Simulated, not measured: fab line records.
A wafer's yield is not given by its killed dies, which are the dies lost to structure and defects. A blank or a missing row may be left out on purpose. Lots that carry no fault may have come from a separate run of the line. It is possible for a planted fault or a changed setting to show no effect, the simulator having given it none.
Which of the tools did it? | flow berkeley_cmos170 | 39 wafers from 13 lots sampled at 5 of the route's 331 steps

## WHAT THE GAUGES READ, wafer by wafer
UCB170_WELLDRIVE_THK_MEAS_02. Usual: WELLDRIVE_OXIDE_THK 200 nm, standard deviation 3.9.
lot  | measured    | on            | WELLDRIVE_OXIDE_THK (nm) | flag
L235 | day 4 09:11 | film_metro-04 | 196 198 197              |
L236 | day 5 00:52 | film_metro-02 | 199 199 201              |
L238 | day 5 20:14 | film_metro-03 | 200 198 198              |
L241 | day 6 02:56 | film_metro-03 | 207 209 204              |
L240 | day 6 02:56 | film_metro-04 | 197 199 202              |
L243 | day 6 14:04 | film_metro-03 | 207 205 203              |
L248 | day 7 06:55 | film_metro-02 | 195 193 198              |
L250 | day 7 06:55 | film_metro-04 | 196 197 194              |
L249 | day 7 06:59 | film_metro-02 | 199 202 200              |
L251 | day 7 17:22 | film_metro-03 | 198 198 198              |
L252 | day 7 17:22 | film_metro-04 | 201 205 204              |
L257 | day 8 15:37 | film_metro-02 | 202 206 201              |
L258 | day 9 01:55 | film_metro-02 | 200 205 204              |

UCB170_SILICIDE_RS_MEAS_02: uses a four-point probe to measure. Usual: SILICIDE_TI_RS 26.1 ohm/sq, standard deviation 0.38.
lot  | measured     | on            | SILICIDE_TI_RS (ohm/sq) | flag
L235 | day 8 20:38  | film_metro-02 | 25.8 25.7 25.8          |
L236 | day 9 05:08  | film_metro-02 | 26.1 25.9 26.1          |
L238 | day 9 19:32  | film_metro-02 | 26.2 26.2 26.0          |
L241 | day 10 15:13 | film_metro-02 | 26.3 26.2 26.2          |
L240 | day 10 15:16 | film_metro-01 | 25.6 26.1 26.2          |
L243 | day 11 05:41 | film_metro-04 | 25.8 61.8 25.8          | OFF
L248 | day 11 18:24 | film_metro-02 | 26.1 26.4 26.1          |
L250 | day 11 17:29 | film_metro-02 | 26.2 26.6 26.8          |
L249 | day 11 18:41 | film_metro-02 | 26.7 26.1 26.5          |
L251 | day 12 04:10 | film_metro-02 | 26.5 25.9 26.2          |
L252 | day 12 03:43 | film_metro-02 | 25.5 25.6 26.0          |
L257 | day 13 09:49 | film_metro-04 | 25.8 25.5 26.3          |
L258 | day 13 13:05 | film_metro-02 | 27.3 26.7 26.9          |

UCB170_SILICIDE_THK_MEAS_03: measures by xrf. Usual: SILICIDE_TI_THK 30.0 nm, standard deviation 0.38.
lot  | measured     | on            | SILICIDE_TI_THK (nm) | flag
L235 | day 8 20:46  | film_metro-02 | 30.5 30.6 30.4       |
L236 | day 9 05:16  | film_metro-02 | 29.9 30.2 29.9       |
L238 | day 9 19:39  | film_metro-02 | 29.8 29.8 30.0       |
L241 | day 10 15:20 | film_metro-02 | 29.8 30.0 30.0       |
L240 | day 10 15:22 | film_metro-01 | 30.2 29.6 29.5       |
L243 | day 11 05:48 | film_metro-04 | 30.4 14.6 30.3       | OFF
L248 | day 11 18:31 | film_metro-02 | 30.2 30.0 30.3       |
L250 | day 11 17:36 | film_metro-02 | 30.0 29.6 29.4       |
L249 | day 11 18:47 | film_metro-02 | 29.5 29.9 29.9       |
L251 | day 12 04:17 | film_metro-02 | 29.8 30.3 29.9       |
L252 | day 12 03:49 | film_metro-02 | 30.7 30.6 30.2       |
L257 | day 13 09:56 | film_metro-04 | 30.4 30.7 29.8       |
L258 | day 13 13:12 | film_metro-02 | 28.9 29.4 29.5       |

## WHAT TOOL EACH LOT RAN ON (gives the tool, then ch and the chambers of the sampled wafers, and finally the start)
lot  | UCB170_NLDD_STRIP_10                 | UCB170_SILICIDE_SPUTTER_01
L235 | plasma_asher-02 ch 0,1, day 8 08:04  | pvd_sputter-02, day 8 20:35
L236 | plasma_asher-01 ch 0,1, day 8 14:14  | pvd_sputter-02, day 9 05:07
L238 | plasma_asher-03 ch 0,1, day 9 04:51  | pvd_sputter-03, day 9 19:29
L241 | plasma_asher-01 ch 0,1, day 10 02:35 | pvd_sputter-03, day 10 15:11
L240 | plasma_asher-03 ch 0,1, day 10 02:44 | pvd_sputter-02, day 10 15:12
L243 | plasma_asher-03 ch 0,1, day 10 16:09 | pvd_sputter-03, day 11 05:38
L248 | plasma_asher-01 ch 0,1, day 11 03:41 | pvd_sputter-02, day 11 18:16
L250 | plasma_asher-01 ch 0,1, day 11 02:59 | pvd_sputter-01, day 11 17:26
L249 | plasma_asher-02 ch 0,1, day 11 03:10 | pvd_sputter-01, day 11 18:37
L251 | plasma_asher-03 ch 0,1, day 11 14:06 | pvd_sputter-02, day 12 04:07
L252 | plasma_asher-02 ch 0,1, day 11 14:53 | pvd_sputter-01, day 12 03:39
L257 | plasma_asher-01 ch 0,1, day 12 21:04 | pvd_sputter-02, day 13 09:47
L258 | plasma_asher-02 ch 0,1, day 12 21:37 | pvd_sputter-01, day 13 13:03
- UCB170_NLDD_STRIP_10: strips in O2.
- UCB170_SILICIDE_SPUTTER_01: material Ti, target thk 30 nm, time 25 s.

## WHAT THE TOOLS THEMSELVES READ (means of the sampled wafers that have a number; where no wafer has one, the mark that the record gives instead)
UCB170_NLDD_STRIP_10. Usual: chamber_pressure_mTorr 3500.0 mTorr, standard deviation 2.6; drypump_motor_current_A 6.1 A, standard deviation 0.49; oes_product_au 0.735 a.u., standard deviation 0.0047; strip_time_to_endpoint_s 21.41 s, standard deviation 0.064.
lot  | tool            | chamber_pressure_mTorr (mTorr) | drypump_motor_current_A (A) | oes_product_au (a.u.) | strip_time_to_endpoint_s (s) | flag
L235 | plasma_asher-02 | 3498.0                         | 5.7                         | 0.732                 | 21.45                        |
L236 | plasma_asher-01 | 3498.2                         | 6.2                         | 0.734                 | 21.51                        |
L238 | plasma_asher-03 | 3498.0                         | 6.5                         | 0.736                 | 21.37                        |
L241 | plasma_asher-01 | 3499.6                         | 6.2                         | 0.736                 | 21.52                        |
L240 | plasma_asher-03 | 3500.3                         | 6.5                         | 0.733                 | 21.34                        |
L243 | plasma_asher-03 | 3500.0                         | 6.5                         | 0.737                 | 21.35                        |
L248 | plasma_asher-01 | 3498.1                         | 6.2                         | 0.733                 | 21.45                        |
L250 | plasma_asher-01 | 3501.1                         | 6.1                         | 0.731                 | 21.46                        |
L249 | plasma_asher-02 | 3499.3                         | 5.7                         | 0.738                 | 21.44                        |
L251 | plasma_asher-03 | 3498.7                         | 6.5                         | 0.734                 | 21.45                        |
L252 | plasma_asher-02 | 3499.4                         | 6.2                         | 0.738                 | 21.29                        |
L257 | plasma_asher-01 | 3501.8                         | 6.2                         | 0.734                 | 21.40                        |
L258 | plasma_asher-02 | 3499.9                         | 6.2                         | 0.734                 | 21.42                        |

UCB170_SILICIDE_SPUTTER_01. Usual: throttle_valve_pct reads 30.4 % (standard deviation 0.89).
lot  | tool           | throttle_valve_pct (%) | flag
L235 | pvd_sputter-02 | 30.7                   |
L236 | pvd_sputter-02 | 30.9                   |
L238 | pvd_sputter-03 | 30.3                   |
L241 | pvd_sputter-03 | 30.2                   |
L240 | pvd_sputter-02 | 31.0                   |
L243 | pvd_sputter-03 | 30.3                   |
L248 | pvd_sputter-02 | 31.1                   |
L250 | pvd_sputter-01 | 30.6                   |
L249 | pvd_sputter-01 | 29.5                   |
L251 | pvd_sputter-02 | 31.1                   |
L252 | pvd_sputter-01 | 30.7                   |
L257 | pvd_sputter-02 | 31.0                   |
L258 | pvd_sputter-01 | 30.5                   |

## THE ANSWER, worked out from the rows above alone
Rule: a lot is off if the mean of its wafers that have a number lies more than 3 standard deviations from the usual mean. A lot without any number at a reading at which 4 lots or more have one is off too. All remaining lots with rows at the step are treated as sound. First the gauges in route order, then the tools' own readings, where a lot's mean is used as printed above. At the first step where some lot is off, the reading lying furthest off is the one used; lots without a number count as furthest.
Off: L243, at UCB170_SILICIDE_RS_MEAS_02 (SILICIDE_TI_RS).
A tool fits if, at a process step before that reading, it ran every lot that is off, and no sound lot after the first of them. Those tools and the gauges at UCB170_SILICIDE_RS_MEAS_02 are tried in the same way. One fits: UCB170_SILICIDE_SPUTTER_01 on pvd_sputter-03. A fault onset in the window from L241 (day 10 15:11, its last sound lot) to L243 (day 11 05:38, its first lot off) fits.

## WHAT THE SIMULATOR PUT IN
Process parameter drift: pvd_sputter-03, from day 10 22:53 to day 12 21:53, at UCB170_SILICIDE_SPUTTER_01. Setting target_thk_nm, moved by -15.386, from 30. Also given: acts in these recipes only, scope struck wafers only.
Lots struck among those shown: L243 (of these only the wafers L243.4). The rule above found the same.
